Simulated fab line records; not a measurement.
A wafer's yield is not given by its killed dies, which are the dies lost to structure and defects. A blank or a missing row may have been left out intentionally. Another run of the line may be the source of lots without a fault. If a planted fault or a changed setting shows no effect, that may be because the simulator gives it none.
Which tool is to blame? | flow berkeley_cmos170 | 42 wafers from 14 lots sampled at 3 of the route's 331 steps

== WHAT THE GAUGES SHOWED, per wafer ==
UCB170_M2_RS_MEAS_02: measures by four-point-probe. Usual: M2_AL_RS typically reads 0.03216 ohm/sq, with standard deviation 0.00028.
lot  | measured     | on            | M2_AL_RS (ohm/sq)       | flag
L735 | day 7 19:02  | film_metro-03 | 0.03236 0.03236 0.03223 |
L738 | day 7 19:13  | film_metro-02 | 0.03197 0.03247 0.032   |
L734 | day 7 19:29  | film_metro-01 | 0.03191 0.03177 0.03207 |
L737 | day 7 19:37  | film_metro-03 | 0.0319 0.03211 0.03215  |
L736 | day 7 19:52  | film_metro-02 | 0.03238 0.03237 0.03239 |
L739 | day 8 09:07  | film_metro-01 | 0.03235 0.0324 0.03251  |
L740 | day 8 22:35  | film_metro-02 | 0.03205 0.03202 0.03188 |
L742 | day 9 12:44  | film_metro-01 | 0.03245 0.03226 0.03212 |
L741 | day 9 14:49  | film_metro-03 | 0.03025 0.03033 0.0304  | OFF
L744 | day 9 15:25  | film_metro-02 | 0.03214 0.0324 0.03221  |
L750 | day 10 17:37 | film_metro-01 | 0.03004 0.02999 0.02987 | OFF
L753 | day 11 04:38 | film_metro-03 | 0.0321 0.0322 0.03195   |
L754 | day 11 08:51 | film_metro-03 | 0.03216 0.03219 0.03212 |
L757 | day 12 19:49 | film_metro-03 | 0.03215 0.03229 0.03231 |

UCB170_M2_THK_MEAS_03: measures by xrf. Usual: M2_AL_THK typically reads 895 nm, with standard deviation 8.6.
lot  | measured     | on            | M2_AL_THK (nm) | flag
L735 | day 7 19:10  | film_metro-03 | 882 886 884    |
L738 | day 7 19:20  | film_metro-02 | 897 885 898    |
L734 | day 7 19:36  | film_metro-01 | 903 908 900    |
L737 | day 7 19:43  | film_metro-03 | 896 889 888    |
L736 | day 7 19:59  | film_metro-02 | 892 895 890    |
L739 | day 8 09:14  | film_metro-01 | 892 890 883    |
L740 | day 8 22:42  | film_metro-02 | 900 902 909    |
L742 | day 9 12:49  | film_metro-01 | 885 891 897    |
L741 | day 9 14:56  | film_metro-03 | 951 951 950    | OFF
L744 | day 9 15:32  | film_metro-02 | 892 891 897    |
L750 | day 10 17:43 | film_metro-01 | 956 958 964    | OFF
L753 | day 11 04:44 | film_metro-03 | 901 891 902    |
L754 | day 11 08:58 | film_metro-03 | 901 899 902    |
L757 | day 12 19:55 | film_metro-03 | 901 894 894    |

== EACH LOT AND THE TOOL THAT RAN IT (in order: tool; ch and the chambers of the sampled wafers; start) ==
lot  | UCB170_M2_SPUTTER_01
L735 | pvd_sputter-02, day 7 18:58
L738 | pvd_sputter-01, day 7 19:08
L734 | pvd_sputter-03, day 7 19:23
L737 | pvd_sputter-02, day 7 19:30
L736 | pvd_sputter-01, day 7 19:44
L739 | pvd_sputter-01, day 8 09:01
L740 | pvd_sputter-02, day 8 22:30
L742 | pvd_sputter-01, day 9 12:35
L741 | pvd_sputter-02, day 9 14:44
L744 | pvd_sputter-01, day 9 15:20
L750 | pvd_sputter-02, day 10 17:31
L753 | pvd_sputter-01, day 11 04:32
L754 | pvd_sputter-01, day 11 08:45
L757 | pvd_sputter-01, day 12 19:41
- UCB170_M2_SPUTTER_01: material Al, target thk 900 nm, time 120 s.

== WHAT THE TOOLS THEMSELVES READ (means of the sampled wafers that have a number; where no wafer has one, the mark that the record gives instead) ==
UCB170_M2_SPUTTER_01. Usual: 30.2 % for throttle_valve_pct, sd 1.2.
lot  | tool           | throttle_valve_pct (%) | flag
L735 | pvd_sputter-02 | 30.2                   |
L738 | pvd_sputter-01 | 30.4                   |
L734 | pvd_sputter-03 | 30.5                   |
L737 | pvd_sputter-02 | 29.8                   |
L736 | pvd_sputter-01 | 29.2                   |
L739 | pvd_sputter-01 | 30.4                   |
L740 | pvd_sputter-02 | 30.0                   |
L742 | pvd_sputter-01 | 29.5                   |
L741 | pvd_sputter-02 | 30.2                   |
L744 | pvd_sputter-01 | 30.8                   |
L750 | pvd_sputter-02 | 30.3                   |
L753 | pvd_sputter-01 | 30.7                   |
L754 | pvd_sputter-01 | 30.0                   |
L757 | pvd_sputter-01 | 30.8                   |

== THE ANSWER, worked out from the rows above alone ==
Rule: take the mean of a lot's wafers that have a number; if it is more than 3 standard deviations from the usual mean, the lot is off. A lot without any number at a reading at which 4 lots or more have one is off too. Any other lot the step has rows for is counted as sound. Order of review: gauges by route order, followed by the tools' own readings, for which a lot's mean as printed above is used. The first step at which some lot is off is used, and at that step the reading that is off furthest; a lot without a number counts as furthest.
Off: at UCB170_M2_RS_MEAS_02 (M2_AL_RS), L741, L750.
A tool fits if, at a process step before that reading, it ran every lot that is off, and no sound lot after the first of them. Those tools and the gauges at UCB170_M2_RS_MEAS_02 are tried in the same way. One candidate fits, namely pvd_sputter-02 at UCB170_M2_SPUTTER_01. A fault onset in the window from L740 (day 8 22:30, its last sound lot) to L741 (day 9 14:44, its first lot off) fits.

== WHAT THE SIMULATOR HAD INSERTED ==
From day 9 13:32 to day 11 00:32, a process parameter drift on pvd_sputter-02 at UCB170_M2_SPUTTER_01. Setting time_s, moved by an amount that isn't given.
Shown lots that were struck: L741, L750. This agrees with what the rule above found.
